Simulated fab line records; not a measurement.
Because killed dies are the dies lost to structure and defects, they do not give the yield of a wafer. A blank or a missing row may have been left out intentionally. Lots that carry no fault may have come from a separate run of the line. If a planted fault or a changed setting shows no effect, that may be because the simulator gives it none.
Split-lot study	flow rit_cmos	on a route of 202 steps: 5 lots, 23 wafers read

ABOUT THE SPLIT
At RIT_GATE_DEVELOP_15 (develop time 50 s), the setting develop_time_s was moved away from the recipe's 50 s on 7 of the 23 wafers read, by -13.7% to -8.1%. All remaining wafers had this setting at the recipe value.

FROM THE SPLIT TO THE READING: what the file shows between them, 9 steps
- RIT_GATE_HARDBAKE_18: time 60 s
- RIT_GATE_ETCH_19: etches poly-Si in SF6/CHF3/O2, stops on SiO2, time 165 s, target depth 312.5 nm
- RIT_REOX_OXIDATION_03: target thk 25.2 nm, ox time 5580 s (also split here: temp_c)
- RIT_REOX_THK_MEAS_04
- RIT_PLDD_COAT_01: resist thk 1000 nm (also split here: spin_rpm)
- RIT_PLDD_SOFTBAKE_02: time 60 s
- RIT_PLDD_EXPOSE_03: exposes mask M8, target cd 40900 nm
- RIT_PLDD_DEVELOP_05: develop time 50 s
- RIT_PLDD_HARDBAKE_07: time 60 s

THE READING
etest.nmos_0p3.r_on_ohm_um (the simulator's own value, which no gauge read), at RIT_M1_PROBE_99. The file does not state a usual value for it. The 16 wafers here that ran the recipe average 2297, standard deviation 1.7e+02.

wafer	tool, chamber at the split	develop_time_s as run, s	against the recipe	etest.nmos_0p3.r_on_ohm_um	against lot-mates on the recipe
L074.2	litho_track-03, 0	50	recipe	2152	-
L074.3	litho_track-03, 0	50	recipe	2194	-
L074.4	litho_track-03, 0	43.15	-13.7%	2352	+191
L074.5	litho_track-03, 0	43.15	-13.7%	2372	+211
L074.6	litho_track-03, 0	50	recipe	2138	-
L077.3	litho_track-03, 0	50	recipe	2207	-
L077.4	litho_track-03, 0	50	recipe	2176	-
L077.5	litho_track-03, 0	50	recipe	2198	-
L078.1	litho_track-01, 0	44.97	-10.1%	2334	+137
L078.2	litho_track-01, 0	50	recipe	2193	-
L078.3	litho_track-01, 0	44.97	-10.1%	2283	+86
L078.5	litho_track-01, 0	50	recipe	2201	-
L078.6	litho_track-01, 0	44.97	-10.1%	2257	+60
L081.1	litho_track-02, 0	45.94	-8.1%	2256	+72
L081.3	litho_track-02, 0	45.94	-8.1%	2300	+116
L081.4	litho_track-02, 0	50	recipe	2175	-
L081.5	litho_track-02, 0	50	recipe	2178	-
L081.6	litho_track-02, 0	50	recipe	2198	-
L084.1	litho_track-03, 0	50	recipe	2608	-
L084.2	litho_track-03, 0	50	recipe	2537	-
L084.3	litho_track-03, 0	50	recipe	2544	-
L084.4	litho_track-03, 0	50	recipe	2539	-
L084.6	litho_track-03, 0	50	recipe	2516	-

FIT RESULTS
A straight line over all 23 wafers: etest.nmos_0p3.r_on_ohm_um changes by -1.84 for each +1% of develop_time_s; r = -0.06; the points scatter about the line by 1.5e+02.
The same after taking each lot's own level away (the mean of its wafers on the recipe; 23 wafers): -12.3 for each +1%; r = -0.92; scatter 28.
Per that fit: largest develop_time_s move, reading shift of 1.7e+02.
Across the lots, their own levels run from 2161.3 to 2548.8, a range of 2.3 times the standard deviation given above.
So the lot-to-lot level blurs the effect unless lot-mates are compared.
Check: for one of the wafers moved furthest among these (-13.7%), held out of the fit, the line's prediction against its lot-mates is +160. It came out at +191 against them.

OTHER SPLITS ON THESE WAFERS
Note: prior to the reading, these wafers also went through further splits. Each is held against what the fit with the lots' levels taken away leaves over:
other split on the same wafers	wafers away from the commonest value	r with etest.nmos_0p3.r_on_ohm_um (lot level and that fit taken away)
RIT_ACTIVE_CVD_03 nh3_flow_sccm	18	-0.35
RIT_FOX1_OXIDATION_00 ox_time_s	10	+0.14
RIT_NWELL_SOFTBAKE_02 temp_c	11	+0.22
RIT_NWELL_DEVELOP_05 develop_time_s	8	+0.01
RIT_PWELL_IMPLANT_08 dose_cm2	10	+0.62
RIT_NRETRO_COAT_01 resist_thk_nm	11	+0.33
RIT_PRETRO_IMPLANT_08 energy_kev	8	-0.27
RIT_GATE_CVD_08 sih4_flow_sccm	10	-0.24
RIT_REOX_OXIDATION_03 temp_c	10	+0.13
RIT_PLDD_COAT_01 spin_rpm	6	-0.28

THE WHOLE CHAIN: every reading that the file lists as answering this split, in the file's order
step	what it does	reading	change (the file's fit)	r (the file's)
RIT_M1_PROBE_99		etest.pmos_0p3.r_on_ohm_um (the simulator's own value, which no gauge read)	-40.5 for each +1% of the setting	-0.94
RIT_M1_PROBE_99		etest.pmos_0p15.r_on_ohm_um (the simulator's own value, which no gauge read)	-43 for each +1% of the setting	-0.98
RIT_M1_PROBE_99		etest.nmos_0p15.r_on_ohm_um (the simulator's own value, which no gauge read)	-12.8 for each +1% of the setting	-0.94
RIT_M1_PROBE_99		etest.nmos_0p3.r_on_ohm_um (the simulator's own value, which no gauge read)	-12.6 for each +1% of the setting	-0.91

FILE'S OWN FIT
etest.nmos_0p3.r_on_ohm_um changes by -12.6 for each +1% of develop_time_s, r = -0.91.
